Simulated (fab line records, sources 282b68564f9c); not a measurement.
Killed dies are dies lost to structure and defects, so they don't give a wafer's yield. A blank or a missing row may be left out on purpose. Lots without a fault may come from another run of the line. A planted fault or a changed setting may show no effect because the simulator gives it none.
Split-lot experiment | flow rit_cmos | 5 lots, 23 wafers read, on a route of 202 steps

THE SPLIT
At RIT_PWELL_IMPLANT_08, the setting dose_cm2 was moved away from the recipe's 7e+13 on 10 of the 23 wafers read, by -7.4% to -4.4%. The other wafers ran this setting at the recipe's value.

FROM THE SPLIT TO THE READING: what the file shows between them, 3 steps
- RIT_PWELL_STRIP_09: strips in O2, time 180 s
- RIT_PWELL_TW_MEAS_10
- RIT_WELLDRIVE_ANNEAL_00: time 14700 s

THE READING
PWELL_RS, in ohm/sq, at RIT_WELLDRIVE_RS_MEAS_02 (measures by four-point-probe). Fault-free wafers of this fab line usually give 428.8 ohm/sq, standard deviation 1.1 ohm/sq.

wafer  | tool, chamber at the split | dose_cm2 as run | against the recipe | PWELL_RS, ohm/sq | against lot-mates on the recipe
L074.2 | implanter-04, 0            | 6.501e+13       | -7.1%              | 451.7            | +21.2
L074.3 | implanter-04, 0            | 7e+13           | recipe             | 430.4            | -
L074.4 | implanter-04, 0            | 7e+13           | recipe             | 430.6            | -
L074.5 | implanter-04, 0            | 7e+13           | recipe             | 430.6            | -
L074.6 | implanter-04, 0            | 6.501e+13       | -7.1%              | 449.9            | +19.4
L077.3 | implanter-04, 0            | 7e+13           | recipe             | 427.6            | -
L077.4 | implanter-04, 0            | 7e+13           | recipe             | 427.9            | -
L077.5 | implanter-04, 0            | 7e+13           | recipe             | 428.0            | -
L078.1 | implanter-04, 0            | 7e+13           | recipe             | 428.8            | -
L078.2 | implanter-04, 0            | 6.598e+13       | -5.7%              | 445.6            | +17.4
L078.3 | implanter-04, 0            | 6.598e+13       | -5.7%              | 444.6            | +16.4
L078.5 | implanter-04, 0            | 7e+13           | recipe             | 427.7            | -
L078.6 | implanter-04, 0            | 6.598e+13       | -5.7%              | 445.5            | +17.2
L081.1 | implanter-02, 0            | 6.689e+13       | -4.4%              | 439.9            | +11.1
L081.3 | implanter-02, 0            | 7e+13           | recipe             | 429.3            | -
L081.4 | implanter-02, 0            | 6.689e+13       | -4.4%              | 441.0            | +12.2
L081.5 | implanter-02, 0            | 7e+13           | recipe             | 428.3            | -
L081.6 | implanter-02, 0            | 6.689e+13       | -4.4%              | 441.0            | +12.2
L084.1 | implanter-03, 0            | 7e+13           | recipe             | 428.3            | -
L084.2 | implanter-03, 0            | 7e+13           | recipe             | 427.1            | -
L084.3 | implanter-03, 0            | 7e+13           | recipe             | 427.6            | -
L084.4 | implanter-03, 0            | 6.484e+13       | -7.4%              | 448.4            | +20.7
L084.6 | implanter-03, 0            | 6.484e+13       | -7.4%              | 448.4            | +20.7

THE FIT
A straight line over all 23 wafers: PWELL_RS changes by -2.87 ohm/sq for each +1% of dose_cm2; r = -0.99; the points scatter about the line by 1.2 ohm/sq.
The same after taking each lot's own level away (the mean of its wafers on the recipe; 23 wafers): -2.84 ohm/sq for each +1%; r = -1.00; scatter 0.63 ohm/sq.
On that fit, the largest move of dose_cm2 shifts the reading by 21 ohm/sq.
The lots' own levels span 427.67 to 430.53 ohm/sq, that is 2.6 times the standard deviation above.
So the lot-to-lot level changes the slope little: the two slopes agree.
Check: with one of the wafers moved furthest among these (-7.4%) left out of the fit, the line predicts +20.9 ohm/sq for it against its lot-mates. It came out at +20.7 ohm/sq against them.

OTHER SPLITS ON THESE WAFERS
These wafers also went through other splits before the reading. Each is held against what the fit with the lots' levels taken away leaves over:
other split on the same wafers      | wafers away from the commonest value | r with PWELL_RS (lot level and that fit taken away)
RIT_ACTIVE_CVD_03 nh3_flow_sccm     | 18                                   | +0.17
RIT_FOX1_OXIDATION_00 ox_time_s     | 10                                   | +0.26
RIT_NWELL_SOFTBAKE_02 temp_c        | 11                                   | -0.33
RIT_NWELL_DEVELOP_05 develop_time_s | 8                                    | -0.15

THE WHOLE CHAIN: every reading that the file lists as answering this split, in the file's order
step                     | what it does                 | reading  | change (the file's fit)           | r (the file's)
RIT_PWELL_TW_MEAS_10     |                              | PWELL_TW | +3.1 for each +1% of the setting  | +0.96
RIT_WELLDRIVE_RS_MEAS_02 | measures by four-point-probe | PWELL_RS | -2.84 for each +1% of the setting | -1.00

THE FILE'S OWN FIT
PWELL_RS changes by -2.84 ohm/sq for each +1% of dose_cm2, r = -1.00.
